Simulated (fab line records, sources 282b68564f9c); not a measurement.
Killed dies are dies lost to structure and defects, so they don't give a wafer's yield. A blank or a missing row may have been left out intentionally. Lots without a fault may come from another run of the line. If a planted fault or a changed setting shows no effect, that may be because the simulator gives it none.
Which of the tools did it? :: flow rit-cmos :: 14 lots with 42 wafers sampled at 2 steps, on a route of 202 steps

== WHAT THE GAUGES READ, wafer by wafer ==
RIT_NRETRO_TW_MEAS_10. Usual: NRETRO_TW 1054, standard deviation 6.6.
lot: L785
measured: day 2 07:49
on: film-metro-02
NRETRO_TW: 1045 1046 1052
flag: 

lot: L786
measured: day 2 12:53
on: film-metro-02
NRETRO_TW: 1045 1046 1046
flag: 

lot: L788
measured: day 2 21:17
on: film-metro-03
NRETRO_TW: 1045 1054 1051
flag: 

lot: L789
measured: day 3 02:37
on: film-metro-04
NRETRO_TW: 1060 1064 1061
flag: 

lot: L790
measured: day 3 08:37
on: film-metro-02
NRETRO_TW: 1053 1050 1052
flag: 

lot: L791
measured: day 3 13:58
on: film-metro-02
NRETRO_TW: 1052 1050 1053
flag: 

lot: L792
measured: day 3 18:50
on: film-metro-02
NRETRO_TW: 1054 1053 1051
flag: 

lot: L793
measured: day 3 22:59
on: film-metro-03
NRETRO_TW: 1051 1058 1054
flag: 

lot: L794
measured: day 4 05:12
on: film-metro-03
NRETRO_TW: 1049 1048 1044
flag: 

lot: L799
measured: day 5 07:24
on: film-metro-03
NRETRO_TW: 1059 1058 1053
flag: 

lot: L800
measured: day 5 10:25
on: film-metro-03
NRETRO_TW: 1092 1090 1090
flag: OFF

lot: L803
measured: day 6 04:43
on: film-metro-02
NRETRO_TW: 1082 1083 1079
flag: OFF

lot: L807
measured: day 7 01:05
on: film-metro-04
NRETRO_TW: 1067 1061 1067
flag: 

lot: L808
measured: day 7 01:41
on: film-metro-04
NRETRO_TW: 1062 1063 1060
flag: 

== TOOL THAT RAN EACH LOT (tool first, then ch and the chambers of the sampled wafers, then the start) ==
lot: L785
RIT_NRETRO_IMPLANT_08: implanter-03 ch 0, day 2 07:29

lot: L786
RIT_NRETRO_IMPLANT_08: implanter-04 ch 0, day 2 12:34

lot: L788
RIT_NRETRO_IMPLANT_08: implanter-02 ch 0, day 2 20:59

lot: L789
RIT_NRETRO_IMPLANT_08: implanter-03 ch 0, day 3 02:17

lot: L790
RIT_NRETRO_IMPLANT_08: implanter-02 ch 0, day 3 08:17

lot: L791
RIT_NRETRO_IMPLANT_08: implanter-04 ch 0, day 3 13:39

lot: L792
RIT_NRETRO_IMPLANT_08: implanter-02 ch 0, day 3 18:31

lot: L793
RIT_NRETRO_IMPLANT_08: implanter-02 ch 0, day 3 22:40

lot: L794
RIT_NRETRO_IMPLANT_08: implanter-04 ch 0, day 4 04:53

lot: L799
RIT_NRETRO_IMPLANT_08: implanter-03 ch 0, day 5 07:07

lot: L800
RIT_NRETRO_IMPLANT_08: implanter-03 ch 0, day 5 10:06

lot: L803
RIT_NRETRO_IMPLANT_08: implanter-03 ch 0, day 6 04:25

lot: L807
RIT_NRETRO_IMPLANT_08: implanter-02 ch 0, day 7 00:46

lot: L808
RIT_NRETRO_IMPLANT_08: implanter-02 ch 0, day 7 01:22
- RIT_NRETRO_IMPLANT_08

== AS READ BY THE TOOLS THEMSELVES (means over the sampled wafers that have a number; for cases with no such wafer, the mark the record gives instead) ==
RIT_NRETRO_IMPLANT_08. Usual: beam-energy-keV reads 70.001 (standard deviation 0.019).
lot: L785
tool: implanter-03
beam-energy-keV: 69.995
flag: 

lot: L786
tool: implanter-04
beam-energy-keV: 70.015
flag: 

lot: L788
tool: implanter-02
beam-energy-keV: 70.002
flag: 

lot: L789
tool: implanter-03
beam-energy-keV: 70.010
flag: 

lot: L790
tool: implanter-02
beam-energy-keV: 70.003
flag: 

lot: L791
tool: implanter-04
beam-energy-keV: 70.010
flag: 

lot: L792
tool: implanter-02
beam-energy-keV: 70.013
flag: 

lot: L793
tool: implanter-02
beam-energy-keV: 69.997
flag: 

lot: L794
tool: implanter-04
beam-energy-keV: 70.008
flag: 

lot: L799
tool: implanter-03
beam-energy-keV: 69.983
flag: 

lot: L800
tool: implanter-03
beam-energy-keV: 79.094
flag: OFF

lot: L803
tool: implanter-03
beam-energy-keV: 79.105
flag: OFF

lot: L807
tool: implanter-02
beam-energy-keV: 69.998
flag: 

lot: L808
tool: implanter-02
beam-energy-keV: 70.008
flag: 

== THE ANSWER, worked out from the rows above alone ==
Rule: take the mean of a lot's wafers that have a number; if it is more than 3 standard deviations from the usual mean, the lot is off. Also off: a lot with no number at a reading for which 4 or more lots have one. All remaining lots with rows at the step are treated as sound. Order of review: gauges by route order, followed by the tools' own readings, for which a lot's mean as printed above is used. At the first step where some lot is off, the reading lying furthest off is the one used; lots without a number count as furthest.
Off: L800, L803, seen at RIT_NRETRO_TW_MEAS_10 (NRETRO_TW).
A tool fits if, at a process step before that reading, it ran every lot that is off, and no sound lot after the first of them. Not tried: the gauges at RIT_NRETRO_TW_MEAS_10; whatever is off there is also off at RIT_NRETRO_IMPLANT_08, on other tools, and gauge error can't account for it. One fits: implanter-03 at RIT_NRETRO_IMPLANT_08. A fault onset in the window from L799 (day 5 07:07, its last sound lot) to L800 (day 5 10:06, its first lot off) fits.
On the lots that are off, the tool's own readings at RIT_NRETRO_IMPLANT_08 differ by more than 5 times the standard deviation of the sound lots' means, which bears it out; beam-energy-keV reads 79.100 there versus 70.004 on the sound lots.

== WHAT THE SIMULATOR HAD INSERTED ==
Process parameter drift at RIT_NRETRO_IMPLANT_08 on implanter-03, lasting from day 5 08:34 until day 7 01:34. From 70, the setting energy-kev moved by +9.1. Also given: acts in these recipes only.
Lots struck among those shown: L800, L803. Same finding as the rule above.
